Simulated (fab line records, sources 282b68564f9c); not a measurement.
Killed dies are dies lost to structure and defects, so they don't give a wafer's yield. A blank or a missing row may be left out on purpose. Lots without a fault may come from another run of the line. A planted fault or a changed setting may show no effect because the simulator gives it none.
Which tool did it? | flow rit_cmos | 14 lots, 42 wafers sampled, at 5 steps of a route of 202

WHAT THE GAUGES READ, wafer by wafer
RIT_FOX1_THK_MEAS_01. Usual: FOX1_OXIDE_THK 351 nm, standard deviation 6.
lot  | measured    | on            | FOX1_OXIDE_THK (nm) | flag
L271 | day 1 22:44 | film_metro-04 | 352 345 352         |
L272 | day 2 04:23 | film_metro-03 | 354 353 355         |
L273 | day 2 10:02 | film_metro-01 | 356 358 355         |
L274 | day 2 13:53 | film_metro-01 | 359 357 354         |
L275 | day 2 19:29 | film_metro-04 | 347 349 343         |
L278 | day 3 13:01 | film_metro-01 | 362 360 357         |
L279 | day 3 17:19 | film_metro-04 | 358 350 350         |
L280 | day 3 21:04 | film_metro-04 | 347 348 350         |
L281 | day 4 01:29 | film_metro-04 | 355 357 353         |
L283 | day 4 10:57 | film_metro-03 | 286 285 281         | OFF
L288 | day 5 12:56 | film_metro-01 | 275 278 273         | OFF
L289 | day 5 19:21 | film_metro-01 | 350 352 355         |
L292 | day 6 16:44 | film_metro-03 | 340 336 336         |
L293 | day 6 21:19 | film_metro-01 | 349 345 342         |

RIT_PWELL_OVL_MEAS_06. Usual: PWELL_OVL 0.1 nm, standard deviation 1.2.
lot  | measured    | on         | PWELL_OVL (nm) | flag
L271 | day 2 03:35 | overlay-01 | 2.2 1.0 2.0    |
L272 | day 2 10:49 | overlay-01 | 0.1 -1.0 0.1   |
L273 | day 2 15:00 | overlay-02 | -2.0 0.2 1.6   |
L274 | day 2 18:56 | overlay-02 | 0.8 -0.1 -0.6  |
L275 | day 3 02:35 | overlay-01 | 1.7 2.2 0.9    |
L278 | day 3 20:08 | overlay-01 | -0.9 -0.6 -1.5 |
L279 | day 3 23:02 | overlay-02 | -1.7 -1.1 -0.6 |
L280 | day 4 03:40 | overlay-01 | -0.8 0.9 2.3   |
L281 | day 4 07:13 | overlay-02 | 2.8 0.6 0.1    |
L283 | day 4 16:55 | overlay-02 | -0.8 -0.4 0.6  |
L288 | day 5 21:32 | overlay-01 | -2.0 -1.4 1.2  |
L289 | day 6 01:21 | overlay-02 | 0.7 0.1 1.9    |
L292 | day 7 05:38 | overlay-02 | 0.5 0.7 -1.5   |
L293 | day 7 06:15 | overlay-01 | -2.3 -0.8 -2.7 |

RIT_SDANNEAL_RS_MEAS_07: measures by four-point-probe. Usual: NLDD_RS 151.6 ohm/sq, standard deviation 0.54.
lot  | measured    | on            | NLDD_RS (ohm/sq)  | flag
L271 | day 3 08:26 | film_metro-02 | 151.7 151.6 151.4 |
L272 | day 3 18:07 | film_metro-01 | 151.2 152.0 151.3 |
L273 | day 4 00:15 | film_metro-01 | 151.5 151.7 151.5 |
L274 | day 4 06:25 | film_metro-03 | 152.1 151.4 151.1 |
L275 | day 4 09:25 | film_metro-03 | 151.7 151.9 151.4 |
L278 | day 5 02:34 | film_metro-03 | 151.7 151.8 151.3 |
L279 | day 5 07:49 | film_metro-03 | 151.1 151.6 151.7 |
L280 | day 5 14:17 | film_metro-01 | 151.8 151.9 151.9 |
L281 | day 5 16:50 | film_metro-01 | 151.7 152.3 152.0 |
L283 | day 6 01:52 | film_metro-03 | 151.7 151.3 151.1 |
L288 | day 7 14:05 | film_metro-02 | 151.5 152.3 150.9 |
L289 | day 7 18:37 | film_metro-01 | 151.7 151.5 151.9 |
L292 | day 8 17:43 | film_metro-03 | 151.3 150.4 151.2 |
L293 | day 8 19:31 | film_metro-03 | 151.6 151.1 151.5 |

RIT_CONTACT_CD_MEAS_90: target cd 1000 nm. Usual: cd_nm 998.8 nm, standard deviation 2.7.
lot  | measured    | on        | cd_nm (nm)           | flag
L271 | day 3 10:50 | cd_sem-02 | 1000.1 998.7 1000.8  |
L272 | day 3 20:38 | cd_sem-02 | 995.0 996.4 995.6    |
L273 | day 4 02:46 | cd_sem-02 | 998.2 997.8 999.7    |
L274 | day 4 08:48 | cd_sem-02 | 999.5 996.4 997.9    |
L275 | day 4 11:58 | cd_sem-02 | 1003.8 1000.9 1002.1 |
L278 | day 5 05:10 | cd_sem-01 | 1001.3 999.6 1000.8  |
L279 | day 5 10:13 | cd_sem-01 | 997.3 997.0 996.2    |
L280 | day 5 16:49 | cd_sem-01 | 998.1 998.2 998.8    |
L281 | day 5 19:14 | cd_sem-02 | 1001.8 1000.6 1002.3 |
L283 | day 6 04:26 | cd_sem-01 | 995.5 997.9 996.3    |
L288 | day 7 16:29 | cd_sem-02 | 996.1 995.6 997.9    |
L289 | day 7 21:04 | cd_sem-01 | 997.6 999.7 998.8    |
L292 | day 8 20:25 | cd_sem-01 | 999.4 1000.3 1000.6  |
L293 | day 8 22:13 | cd_sem-01 | 998.9 1001.7 999.3   |

WHICH TOOL RAN EACH LOT (tool, then ch and the chambers of the sampled wafers, then the start)
lot  | RIT_FOX1_OXIDATION_00
L271 | furnace-01 ch 0, day 1 21:25
L272 | furnace-01 ch 0, day 2 03:03
L273 | furnace-04 ch 0, day 2 08:41
L274 | furnace-03 ch 0, day 2 12:33
L275 | furnace-03 ch 0, day 2 18:10
L278 | furnace-01 ch 0, day 3 11:43
L279 | furnace-03 ch 0, day 3 15:59
L280 | furnace-04 ch 0, day 3 19:45
L281 | furnace-01 ch 0, day 4 00:10
L283 | furnace-04 ch 0, day 4 09:38
L288 | furnace-04 ch 0, day 5 11:37
L289 | furnace-03 ch 0, day 5 18:01
L292 | furnace-01 ch 0, day 6 15:25
L293 | furnace-01 ch 0, day 6 19:59
- RIT_FOX1_OXIDATION_00: target thk 350.7 nm, ox time 1130 s.

WHAT THE TOOLS THEMSELVES READ (means of the sampled wafers that have a number; where no wafer has one, the mark that the record gives instead)
RIT_FOX1_OXIDATION_00. Usual: spike_tc_centre_C 1102.0 C, standard deviation 1.2; spike_tc_load_C 1129.0 C, standard deviation 1.5; spike_tc_source_C 1124 C, standard deviation 4.4; tube_center_temp_C 1100 C, standard deviation 0.097; tube_center_temp_C_max 1102.8, standard deviation 0.45; zone_power_centre_pct 49 %, standard deviation 3.4; zone_power_load_pct 48.0 %, standard deviation 1.
lot  | tool       | spike_tc_centre_C (C) | spike_tc_load_C (C) | spike_tc_source_C (C) | tube_center_temp_C (C) | tube_center_temp_C_max | zone_power_centre_pct (%) | zone_power_load_pct (%) | flag
L271 | furnace-01 | 1101.1                | 1129.0              | 1121                  | 1100                   | 1102.8                 | 47                        | 47.9                    |
L272 | furnace-01 | 1101.4                | 1128.5              | 1120                  | 1100                   | 1102.9                 | 47                        | 47.8                    |
L273 | furnace-04 | 1099.9                | 1127.2              | 1131                  | 1100                   | 1102.8                 | 47                        | 46.7                    |
L274 | furnace-03 | 1103.3                | 1130.4              | 1123                  | 1100                   | 1102.4                 | 54                        | 49.3                    |
L275 | furnace-03 | 1103.5                | 1130.4              | 1124                  | 1100                   | 1102.8                 | 54                        | 49.2                    |
L278 | furnace-01 | 1102.1                | 1129.5              | 1121                  | 1100                   | 1103.0                 | 47                        | 47.8                    |
L279 | furnace-03 | 1102.2                | 1129.9              | 1125                  | 1100                   | 1102.5                 | 54                        | 49.5                    |
L280 | furnace-04 | 1102.2                | 1126.2              | 1131                  | 1100                   | 1102.7                 | 47                        | 46.8                    |
L281 | furnace-01 | 1102.2                | 1129.2              | 1120                  | 1100                   | 1103.1                 | 47                        | 47.7                    |
L283 | furnace-04 | 1062.0                | 1086.7              | 1092                  | 1060                   | 1062.8                 | 44                        | 42.6                    | OFF
L288 | furnace-04 | 1062.1                | 1086.1              | 1091                  | 1060                   | 1062.7                 | 45                        | 43.5                    | OFF
L289 | furnace-03 | 1103.3                | 1129.7              | 1125                  | 1100                   | 1103.1                 | 54                        | 48.9                    |
L292 | furnace-01 | 1101.3                | 1129.1              | 1120                  | 1100                   | 1103.1                 | 47                        | 47.8                    |
L293 | furnace-01 | 1101.1                | 1129.5              | 1120                  | 1100                   | 1102.4                 | 47                        | 47.6                    |

THE ANSWER, worked out from the rows above alone
Rule: a lot is off if the mean of its wafers that have a number lies more than 3 standard deviations from the usual mean. A lot without any number at a reading at which 4 lots or more have one is off too. The other lots that the step has rows for count as sound. The gauges are gone through in route order, then the tools' own readings, and for those a lot's mean is taken as printed above. The first step at which some lot is off is used, and at that step the reading that is off furthest; a lot without a number counts as furthest.
Off: L283, L288, at RIT_FOX1_THK_MEAS_01 (FOX1_OXIDE_THK).
A tool fits if, at a process step before that reading, it ran every lot that is off, and no sound lot after the first of them. The gauges at RIT_FOX1_THK_MEAS_01 aren't tried: what is off there is off at RIT_FOX1_OXIDATION_00 too, on other tools, and a gauge's error can't cause that. One fits: furnace-04 at RIT_FOX1_OXIDATION_00. Its last sound lot is L280 (day 3 19:45), its first lot that is off L283 (day 4 09:38): a fault that began between those two fits.
The tool's own readings at RIT_FOX1_OXIDATION_00 bear it out: on the lots that are off they differ by more than 5 times the standard deviation of the sound lots' means. spike_tc_centre_C reads 1062.0 C there against 1102.0 C on the sound lots; spike_tc_load_C reads 1086.4 C there against 1129.0 C on the sound lots; spike_tc_source_C reads 1092 C there against 1123 C on the sound lots; tube_center_temp_C reads 1060 C there against 1100 C on the sound lots; tube_center_temp_C_max reads 1062.8 there against 1102.8 on the sound lots; zone_power_load_pct reads 43.0 % there against 48.1 % on the sound lots.

WHAT THE SIMULATOR HAD PUT IN
Process parameter drift: furnace-04, from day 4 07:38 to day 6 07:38, at RIT_FOX1_OXIDATION_00. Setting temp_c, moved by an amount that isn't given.
Lots struck among those shown: L283, L288. The rule above found the same.
